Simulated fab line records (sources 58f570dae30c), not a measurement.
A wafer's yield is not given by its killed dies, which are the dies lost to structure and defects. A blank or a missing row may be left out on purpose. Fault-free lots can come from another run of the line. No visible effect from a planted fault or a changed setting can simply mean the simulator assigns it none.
Problem report, 8D (eight disciplines) form, completed by code / flow berkeleyCmos170 / the parts of the form that need people (team, actions taken, sign-off) are left out

## 1. THE ISSUE
Wafers free of any fault read -1 nm (standard deviation 6.6) for NLDD_OVL at UCB170_NLDD_OVL_MEAS_07, against a mean of 317 nm on 12 wafers of 4 lots. Measured from the usual mean, that is +48 standard deviations.
Earliest sighting: wafer L912.1 on overlay-01 at day 7 21:30. Wafers with a number at this step in the record: 33, from 11 lots. Rule for "out" (also "out of limits"): further than 4 standard deviations from the usual mean. The rest of the wafers with a number are treated as sound.

## 2. WHAT IT IS, AND WHAT IT ISN'T
question=which readings at this step | is=NLDD_OVL | is not=-
question=which lots | is=L911, L912, L914, L915 | is not=L906, L907, L910, L913, L925, L927, L928
question=which wafers of those lots | is=all that have a number | is not=-
question=read on which gauges | is=overlay-01, overlay-02 | is not=-
question=when | is=from day 7 21:30 | is not=up to then (12 sound wafers); but 9 sound wafers of L925, L927, L928 came after

## 3. THE SUSPECTS, EACH WITH WHAT RULES IT OUT
Counting: a tool at any process step up to the reading remains a suspect when it ran all the lots that are out and ran no sound lot after the first of those.
- the gauge at UCB170_NLDD_OVL_MEAS_07 has been ruled out. 2 gauges (overlay-01, overlay-02) read the wafers that are out.
- krfScanner-02 at UCB170_NLDD_EXPOSE_03 (exposes mask NSELECT, target cd 1200 nm): kept. All lots that are out passed through it, beginning with L912 at day 7 20:21, and no sound lot followed; its final sound lot before that point was L910 at day 7 07:26.
The count leaves krfScanner-02 at UCB170_NLDD_EXPOSE_03.

## 4. THE CAUSE (what the simulator had put in)
Scanner matching overlay: krfScanner-02, from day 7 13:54 on, at UCB170_NLDD_EXPOSE_03. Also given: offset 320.
This tool alone remained once counting was done.

## 5. SEQUENCE OF EFFECTS, ordered by route
Rows list readings where the struck wafers' mean (over those with a number) sits beyond 3 standard deviations from the usual. Readings are gone through only where the record gives a usual standard deviation; hours: the median, over the lots, of the time from a lot's start at the first step in this table giving one to that lot's start at this step; sigmas: the change measured in usual standard deviations.
hours=0; step=UCB170_NLDD_OVL_MEAS_07; reading=NLDD_OVL; usual=-1 nm; on struck wafers=317; change=+318; sigmas=+48

## 6. WHAT WOULD HAVE CAUGHT IT SOONER
The first out-of-limits reading at a measuring or inspecting step in this record came at day 7 21:30, 8 hours after the fault's start at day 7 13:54.
Of the tool readings at UCB170_NLDD_EXPOSE_03 for which the record gives a usual standard deviation, none was out on any struck wafer, so an alarm limit of 4 standard deviations on them would not have fired.
L914, L915, from the lots that are out (4), started UCB170_NLDD_EXPOSE_03 on krfScanner-02 later than day 7 21:30. A hold on the tool at that time would have spared those 2.
